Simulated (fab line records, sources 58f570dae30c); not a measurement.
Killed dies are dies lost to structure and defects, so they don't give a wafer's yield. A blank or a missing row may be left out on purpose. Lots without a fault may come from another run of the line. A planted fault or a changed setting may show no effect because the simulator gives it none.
Which tool did it? | flow berkeley_cmos170 | 16 lots, 48 wafers sampled, at 2 steps of a route of 331

WHAT THE GAUGES READ, wafer by wafer
UCB170_CONTACT_OVL_MEAS_16. Usual: CONTACT_OVL 2 nm, standard deviation 5.
lot  | measured     | on         | CONTACT_OVL (nm) | flag
L610 | day 7 13:37  | overlay-01 | 1 0 0            |
L612 | day 7 16:13  | overlay-02 | 8 0 6            |
L611 | day 7 16:45  | overlay-01 | 9 1 0            |
L613 | day 7 22:20  | overlay-02 | 11 9 2           |
L616 | day 8 17:12  | overlay-02 | -5 -5 -6         |
L614 | day 8 17:52  | overlay-01 | 2 6 9            |
L617 | day 8 17:59  | overlay-02 | 3 3 -1           |
L618 | day 8 22:51  | overlay-01 | -1 2 -6          |
L620 | day 9 10:04  | overlay-01 | -1 2 -2          |
L619 | day 9 12:03  | overlay-01 | 10 7 10          |
L624 | day 9 23:48  | overlay-01 | -2 11 3          |
L625 | day 10 03:25 | overlay-02 | -136 -141 -134   | OFF
L628 | day 10 15:03 | overlay-01 | -119 -126 -123   | OFF
L626 | day 10 15:35 | overlay-02 | -131 -133 -131   | OFF
L629 | day 11 04:05 | overlay-01 | -127 -129 -130   | OFF
L633 | day 11 18:08 | overlay-01 | 0 -4 -3          |

WHICH TOOL RAN EACH LOT (tool, then ch and the chambers of the sampled wafers, then the start)
lot  | UCB170_CONTACT_EXPOSE_12
L610 | krf_scanner-01 ch 0, day 7 13:06
L612 | krf_scanner-01 ch 0, day 7 15:43
L611 | krf_scanner-02 ch 0, day 7 16:14
L613 | krf_scanner-01 ch 0, day 7 21:50
L616 | krf_scanner-02 ch 0, day 8 16:13
L614 | krf_scanner-02 ch 0, day 8 16:43
L617 | krf_scanner-02 ch 0, day 8 16:51
L618 | krf_scanner-02 ch 0, day 8 22:02
L620 | krf_scanner-02 ch 0, day 9 09:21
L619 | krf_scanner-02 ch 0, day 9 11:14
L624 | krf_scanner-02 ch 0, day 9 22:58
L625 | krf_scanner-02 ch 0, day 10 02:54
L628 | krf_scanner-02 ch 0, day 10 14:10
L626 | krf_scanner-02 ch 0, day 10 15:01
L629 | krf_scanner-02 ch 0, day 11 03:34
L633 | krf_scanner-01 ch 0, day 11 17:04
- UCB170_CONTACT_EXPOSE_12: exposes mask CONT, target cd 700 nm.

WHAT THE TOOLS THEMSELVES READ (means of the sampled wafers that have a number; where no wafer has one, the mark that the record gives instead)
The record holds no such reading with a usual standard deviation.

THE ANSWER, worked out from the rows above alone
Rule: a lot is off if the mean of its wafers that have a number lies more than 3 standard deviations from the usual mean. A lot without any number at a reading at which 4 lots or more have one is off too. The other lots that the step has rows for count as sound. The gauges are gone through in route order, then the tools' own readings, and for those a lot's mean is taken as printed above. The first step at which some lot is off is used, and at that step the reading that is off furthest; a lot without a number counts as furthest.
Off: L625, L628, L626, L629, at UCB170_CONTACT_OVL_MEAS_16 (CONTACT_OVL).
A tool fits if, at a process step before that reading, it ran every lot that is off, and no sound lot after the first of them. The gauges at UCB170_CONTACT_OVL_MEAS_16 are tried like those tools. One fits: krf_scanner-02 at UCB170_CONTACT_EXPOSE_12. Its last sound lot is L624 (day 9 22:58), its first lot that is off L625 (day 10 02:54): a fault that began between those two fits.

WHAT THE SIMULATOR HAD PUT IN
Scanner matching overlay: krf_scanner-02, from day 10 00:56 on, at UCB170_CONTACT_EXPOSE_12. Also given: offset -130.
Lots struck among those shown: L625, L628, L626, L629. The rule above found the same.
